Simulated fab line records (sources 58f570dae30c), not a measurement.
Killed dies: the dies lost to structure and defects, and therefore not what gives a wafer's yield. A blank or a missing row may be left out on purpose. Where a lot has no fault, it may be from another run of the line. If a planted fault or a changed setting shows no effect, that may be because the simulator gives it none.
8D (eight disciplines) problem report, filled in by code || flow berkeleyCmos170 || the parts of the form that need people (team, actions taken, sign-off) are left out

== 1. THE PROBLEM ==
NLDD_RS at UCB170_SDANNEAL_RS_MEAS_05 reads a mean of 654.3 ohm/sq on 3 wafers of 1 lot; wafers without a fault read 616.0 ohm/sq with a standard deviation of 1.6. That is +24 standard deviations from the usual mean.
The step: measures by four-point-probe.
Earliest sighting: wafer L972.2 on filmMetro-01 at day 8 12:05. At this step, 39 wafers from 13 lots have a number in the record. Rule for "out", or "out of limits": more than 4 standard deviations from the usual mean. The other wafers with a number count as sound.

== 2. WHAT THIS IS AND IS NOT ==
{"question": "which readings at this step", "is": "NLDD_RS", "is not": "-"}
{"question": "which lots", "is": "L972", "is not": "L965, L966, L967, L968, L969, L970, L971, L974, L984, L985, L987, L988"}
{"question": "which wafers of those lots", "is": "all that have a number", "is not": "-"}
{"question": "read on which gauges", "is": "filmMetro-01", "is not": "filmMetro-02, filmMetro-03"}
{"question": "when", "is": "from day 8 12:05", "is not": "up to then (24 sound wafers); but 12 sound wafers of L984, L985, L987, L988 came after"}

== 3. WHAT RULES OUT EACH SUSPECT ==
Counting: a tool at a process step up to the reading stays a suspect if it ran every lot that is out and no sound lot after the first of them.
- the gauge at UCB170_SDANNEAL_RS_MEAS_05: kept. All the wafers that are out were read on filmMetro-01, and no step on other tools shows them out.
- implanter-03 at UCB170_NLDD_IMPLANT_08: kept. It ran the lot that is out, L972 (day 8 02:34), and no sound lot after that; its last sound lot up to then is L974 (day 8 01:22).
What counting leaves: implanter-03 at UCB170_NLDD_IMPLANT_08 and filmMetro-01 at UCB170_SDANNEAL_RS_MEAS_05.

== 4. THE CAUSE (what the simulator had put in) ==
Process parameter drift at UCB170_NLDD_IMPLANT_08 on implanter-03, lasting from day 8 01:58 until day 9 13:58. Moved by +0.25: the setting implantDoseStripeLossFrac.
This tool is one of the 2 suspects left after counting.

== 5. THE EFFECT CHAIN, in route order ==
Each row: a reading whose mean over the struck wafers that have a number lies more than 3 standard deviations from the usual. Readings are gone through only where the record gives a usual standard deviation; hours: the median, over the lots, of the time from a lot's start at the first step in this table giving one to that lot's start at this step; sigmas: the change measured in usual standard deviations.
{"hours": 0, "step": "UCB170_NLDD_TW_MEAS_11", "reading": "NLDD_TW", "usual": 2200, "on struck wafers": 2132, "change": -68, "sigmas": -3.8}
{"hours": 9, "step": "UCB170_SDANNEAL_RS_MEAS_05", "reading": "NLDD_RS", "usual": "616.0 ohm/sq", "on struck wafers": 654.3, "change": "+38.3", "sigmas": "+24"}
Later steps that measure or inspect, where all struck wafers having a row at the step show a number for every such reading and not one has moved that far: UCB170_M3_OVL_MEAS_16.

== 6. HOW IT WOULD HAVE BEEN CAUGHT EARLIER ==
10 hours passed between the start of the fault at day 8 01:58 and the first reading out of limits at a measuring or inspecting step in this record, taken at day 8 12:05.
Of the tool readings at UCB170_NLDD_IMPLANT_08 for which the record gives a usual standard deviation, none was out on any struck wafer, so an alarm limit of 4 standard deviations on them would not have fired.
All the lots that are out (1) had begun UCB170_NLDD_IMPLANT_08 on implanter-03 by day 8 12:05. A hold on the tool at that time would have spared none of them.
